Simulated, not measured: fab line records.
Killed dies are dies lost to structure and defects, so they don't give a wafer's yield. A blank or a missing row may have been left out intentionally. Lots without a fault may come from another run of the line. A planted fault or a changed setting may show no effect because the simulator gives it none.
2 desks, one fault :: flow berkeley_cmos170 :: each desk has only its own numbers; what lay behind them comes last

== THE METROLOGY DESK ==
What the gauges read, lot by lot, whatever tool the lot ran on: means of the sampled wafers that have a number. Marked OUT: a lot whose mean sits more than 4 standard deviations from the usual mean, which makes it out of limits; the brackets give that distance.
Columns: A = PWELL_OVL at UCB170_PWELL_OVL_MEAS_13, usual 2 nm; B = ACTIVE_OXIDE_THK at UCB170_ACTIVE_THK_MEAS_03, usual 26.4 nm; C = cd_nm at UCB170_ACTIVE_CD_MEAS_13, usual 1199.8 nm; D = ACTIVE_OVL at UCB170_ACTIVE_OVL_MEAS_14, usual 5 nm
lot: L115
first seen here: day 3 10:22
A: 4
B: 26.3
C: 1199.5
D: 8

lot: L116
first seen here: day 3 23:22
A: 11
B: 26.4
C: 1198.4
D: 5

lot: L117
first seen here: day 3 23:22
A: 1
B: 26.6
C: 1197.9
D: 7

lot: L118
first seen here: day 4 07:04
A: 2
B: 26.2
C: 1200.5
D: 18

lot: L119
first seen here: day 4 11:40
A: 0
B: 26.5
C: 1199.2
D: 2

lot: L122
first seen here: day 5 02:29
A: -2
B: 26.4
C: 1199.5
D: 9

lot: L125
first seen here: day 5 11:11
A: 13
B: 26.7
C: 1199.4
D: -1

lot: L126
first seen here: day 5 18:57
A: 0
B: 26.8
C: 1201.1
D: 3

lot: L129
first seen here: day 6 14:07
A: 4
B: 26.4
C: 1201.2
D: 6

lot: L131
first seen here: day 6 18:50
A: -0
B: 26.4
C: 1199.8
D: -2

lot: L132
first seen here: day 7 01:12
A: 0
B: 25.7
C: 1199.3
D: 105 (+19) OUT

lot: L133
first seen here: day 7 14:05
A: 6
B: 26.5
C: 1203.5
D: 100 (+18) OUT

lot: L135
first seen here: day 7 22:46
A: -0
B: 26.2
C: 1197.4
D: 11

lot: L137
first seen here: day 8 10:23
A: 7
B: 26.3
C: 1198.6
D: 12
This desk's finding: out of limits on L132, L133; first on L132, day 8 10:07 (ACTIVE_OVL at UCB170_ACTIVE_OVL_MEAS_14). L115, L116, L117, L118, L119, L122, L125, L126, L129, L131, L135, L137: within limits.

== THE TOOL OWNER'S DESK: krf_scanner-02 ==
The tool's own readings at UCB170_ACTIVE_EXPOSE_10 (exposes mask ACTIVE, target cd 1200 nm): means of the sampled wafers that have a number, for each lot that ran on this tool. Marked OUT: a lot whose mean sits more than 4 standard deviations from the usual mean, which makes it out of limits; the brackets give that distance.
Columns: A = stage_vel_mm_s at UCB170_ACTIVE_EXPOSE_10, usual 499.98 mm/s
lot: L115
first seen here: day 4 17:52
A: 500.25

lot: L117
first seen here: day 5 08:02
A: 499.74

lot: L119
first seen here: day 5 19:49
A: 500.03

lot: L118
first seen here: day 5 20:08
A: 499.94

lot: L131
first seen here: day 8 08:01
A: 500.19

lot: L132
first seen here: day 8 08:27
A: 499.59

lot: L133
first seen here: day 9 02:52
A: 499.99
This desk's finding: nothing out of limits on any of the 7 lots.

== TAKEN TOGETHER ==
An alarm was possible from the metrology desk at day 8 10:07, on L132, L133.
Nothing out of limits was seen by the tool owner's desk.
The tool owner's desk has L132, L133 on record, within its limits.
UCB170_ACTIVE_EXPOSE_10 was run on krf_scanner-02 by each of the lots named.

== WHAT THE SIMULATOR HAD PUT IN ==
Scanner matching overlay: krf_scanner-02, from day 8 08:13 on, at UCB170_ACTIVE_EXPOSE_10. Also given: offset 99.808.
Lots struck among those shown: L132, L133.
Time in hours between the start of the fault and the first out-of-limits reading at each desk: metrology desk, 2.
